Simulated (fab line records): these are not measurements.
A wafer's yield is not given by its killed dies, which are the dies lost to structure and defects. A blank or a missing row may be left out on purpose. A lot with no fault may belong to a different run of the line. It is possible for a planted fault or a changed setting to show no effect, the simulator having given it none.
fab line records    flow berkeleyCmos170
record lots=15  wafers=45  lastDay=12
route steps=331 shown FIELD@94
lots with no fault: from the same line, run without faults
startH: the number of hours between the record's first day and the start of the first shown wafer of the lot    waitH: time in hours since the lot's previous step    " repeats the value in the row above    L1.1+2: one row covering several wafers at once    - either no value or no given start    * or withheld: withheld    < > ~ a bound
route shown NAME@n: NAME is a module with steps in the file, n the number in the route of the first one    usual: mean/standard deviation taken from wafers without a fault    same: alike in all rows    chamber/n: place in a boat    sites: each site's reading    _std_site: how widely they spread, as a standard deviation    _edge_site: outer sites' mean less inner sites'    radiusMm: for every site, how far away it sits from the centre of the wafer    mask NAME#n: copy n    behind: the last tool/chamber to shape the wafer    hold: reason for holding the lot/hours on hold/outcome of the hold    device: transistor that didn't switch, given as n, p or np    end of line: at the end of the route, the tests of the same wafers    a step given without rows: its recipe and nothing more    killed: the dies lost at the first sort to structure and to defects; this is not the yield of the wafer    map: the dies of a wafer, with x for killed, . for not killed, _ for no die there
set.NAME: the setting the step ran with; set.NAME@STEP: the setting that earlier step ran with    model.NAME: the simulator's own value behind a step, which no gauge read
one table for each step of the route and one row for each wafer, over a sample of lots
services: a tool's chamber out of use, with start hour (startH, from the record's first day; less than 0 if before it), hours out, and reason
## steps
# step UCB170_FIELD_WET_ETCH_05
# recipe chemistry=H3PO4  target=Si3N4  tempC=160  timeS=12600
# usual bathGuardTempC=160.1/0.62  bathHeatDutyPct=27.5/2.9
lot.wafer  tool         chamber  startH  waitH  bathGuardTempC  bathHeatDutyPct
L368.1     wetBench-01  3        93.69   0.0    159.5           23.3
L368.3     "            3        "       "      159.1           24.7
L368.6     "            3        "       "      159.3           21.7
L370.2     wetBench-03  0        111.01  0.0    159.4           30.9
L370.4     "            0        "       "      159.4           28.6
L370.5     "            0        "       "      159.2           28.7
L371.1     wetBench-01  0        114.25  0.2    160.7           30.3
L371.2     "            0        "       "      161.3           29.1
L371.3     "            0        "       "      160.6           30.8
L376.2     wetBench-03  1        132.45  0.0    -               -
L376.4     "            1        "       "      -               -
L376.5     "            1        "       "      -               -
L377.1     wetBench-03  1        132.45  0.0    -               -
L377.3     "            1        "       "      -               -
L377.6     "            1        "       "      -               -
L378.1     wetBench-04  0        140.56  0.0    -               -
L378.3     "            0        "       "      -               -
L378.5     "            0        "       "      -               -
L381.1     wetBench-03  2        162.85  0.0    159.7           28.5
L381.3     "            2        "       "      160.6           28.5
L381.5     "            2        "       "      160.4           24.2
L384.1     wetBench-03  0        162.85  0.0    159.2           30.0
L384.3     "            0        "       "      159.6           29.0
L384.4     "            0        "       "      159.4           29.5
L382.1     wetBench-01  0        166.94  0.0    160.8           31.1
L382.3     "            0        "       "      160.8           30.8
L382.5     "            0        "       "      160.6           28.5
L383.1     wetBench-01  2        170.94  0.0    160.2           26.3
L383.4     "            2        "       "      159.7           23.3
L383.5     "            2        "       "      159.7           25.6
L386.3     wetBench-04  1        182.36  0.0    159.6           26.4
L386.5     "            1        "       "      159.3           30.8
L386.6     "            1        "       "      159.9           28.6
L387.1     wetBench-04  1        182.36  0.0    159.3           26.5
L387.4     "            1        "       "      159.6           29.8
L387.5     "            1        "       "      159.4           29.1
L388.1     wetBench-01  3        191.85  0.0    159.5           22.6
L388.4     "            3        "       "      159.9           24.6
L388.5     "            3        "       "      159.4           24.4
L389.2     wetBench-04  2        212.32  0.0    161.2           27.4
L389.3     "            2        "       "      160.9           29.3
L389.4     "            2        "       "      160.9           27.1
L391.2     wetBench-01  3        216.26  0.0    159.7           24.8
L391.4     "            3        "       "      159.3           23.7
L391.5     "            3        "       "      159.3           24.2
## services
tool         chamber  startH  hours  kind
wetBench-01  -        72.27   2.2    repair
## key
firstSign step=UCB170_FIELD_WET_ETCH_05  reading=toolRecord  direction=missing
effect none on later readings
metAt UCB170_FIELD_WET_ETCH_05
struckLots L376,L377,L378
laterRowsLeftOut L376.2,L376.4,L376.5,L377.1,L377.3,L377.6,L378.1,L378.3,L378.5
sortLeftOut L376.2,L376.4,L376.5,L377.1,L377.3,L377.6,L378.1,L378.3,L378.5
testerLeftOut L376,L377,L378
onsetBetween 111.01 132.45
fault kind=skippedStepWhole  tool=wetBench-03,wetBench-04  chamber=-  onsetH=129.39  steps=UCB170_FIELD_WET_ETCH_05  scope=struckLotsOnly
# testerLeftOut: of these lots the tester's yield and bins aren't shown, on N5 and GAA mostly nor the transistor test; their killed dies are dies lost to structure and defects alone, not to doping, threshold or leakage, so they don't give the yield
# sortLeftOut: the simulated sort isn't trusted on such a fault, so these wafers' sort isn't shown, and their yield isn't known
# laterRowsLeftOut: the simulator's readings of these wafers behind a module that went badly wrong aren't trusted and aren't shown, but for the sort
